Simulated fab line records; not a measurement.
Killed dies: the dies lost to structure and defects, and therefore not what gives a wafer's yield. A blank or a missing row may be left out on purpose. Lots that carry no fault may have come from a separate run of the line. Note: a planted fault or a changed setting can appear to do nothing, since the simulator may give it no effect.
Which tool is to blame?    flow rit-cmos    Sampling: 7 lots, 21 wafers, 2 of 202 route steps

WHAT EACH GAUGE READ, for each wafer
RIT_M1_CD_MEAS_09: target cd 2600 nm.
lot   measured     on         cd-nm (nm)
L601  day 3 22:55  cd-sem-01  2602.0 2603.1 2602.7
L603  day 4 09:17  cd-sem-02  2600.1 2600.0 2600.0
L605  day 4 18:04  cd-sem-01  2603.3 2603.0 2601.8
L611  day 6 01:04  cd-sem-02  - - -
L615  day 6 22:07  cd-sem-02  2600.0 2601.7 2600.2
L618  day 7 10:50  cd-sem-02  2602.7 2604.4 2603.5
L620  day 7 21:47  cd-sem-01  2599.7 2601.2 2599.6

EACH LOT AND THE TOOL THAT RAN IT (in order: tool; ch and the chambers of the sampled wafers; start)
lot   RIT_M1_DEVELOP_08
L601  litho-track-02 ch 0, day 3 22:00
L603  litho-track-03 ch 0, day 4 09:00
L605  litho-track-01 ch 0, day 4 17:00
L611  litho-track-03 ch 0, day 6 00:00
L615  litho-track-01 ch 0, day 6 21:00
L618  litho-track-02 ch 0, day 7 10:00
L620  litho-track-01 ch 0, day 7 21:00
- RIT_M1_DEVELOP_08: develop time 68 s.

THE ANSWER, worked out from the rows above alone
Rule: the usual values come from the lots themselves. The widest of any qualifying gaps counts: lots, ordered by their means at a reading, are off when they make up no more than a third of the lots, leave a main group of 4 or more, and stand apart from it by 3 or more times the standard deviation of that group's means. Not used: any main group whose means are identical at the precision the tables above print for the reading. Also off: a lot with no number at a reading for which 4 or more lots have one. Any other lot the step has rows for is counted as sound.
Off at RIT_M1_CD_MEAS_09 (cd-nm): L611. Without a number there: L611. Main group: mean 2601.6 nm, sd 1.4.
A tool fits if, at a process step before that reading, it ran every lot that is off, and no sound lot after the first of them. The gauges at RIT_M1_CD_MEAS_09 are tried like those tools. One candidate fits, namely litho-track-03 at RIT_M1_DEVELOP_08. A fault onset in the window from L603 (day 4 09:00, its last sound lot) to L611 (day 6 00:00, its first lot off) fits.

WHAT THE SIMULATOR HAD PUT IN
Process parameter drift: litho-track-03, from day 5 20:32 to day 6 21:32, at RIT_M1_DEVELOP_08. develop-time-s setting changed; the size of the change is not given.
Shown lots that were struck: L611. This agrees with what the rule above found.
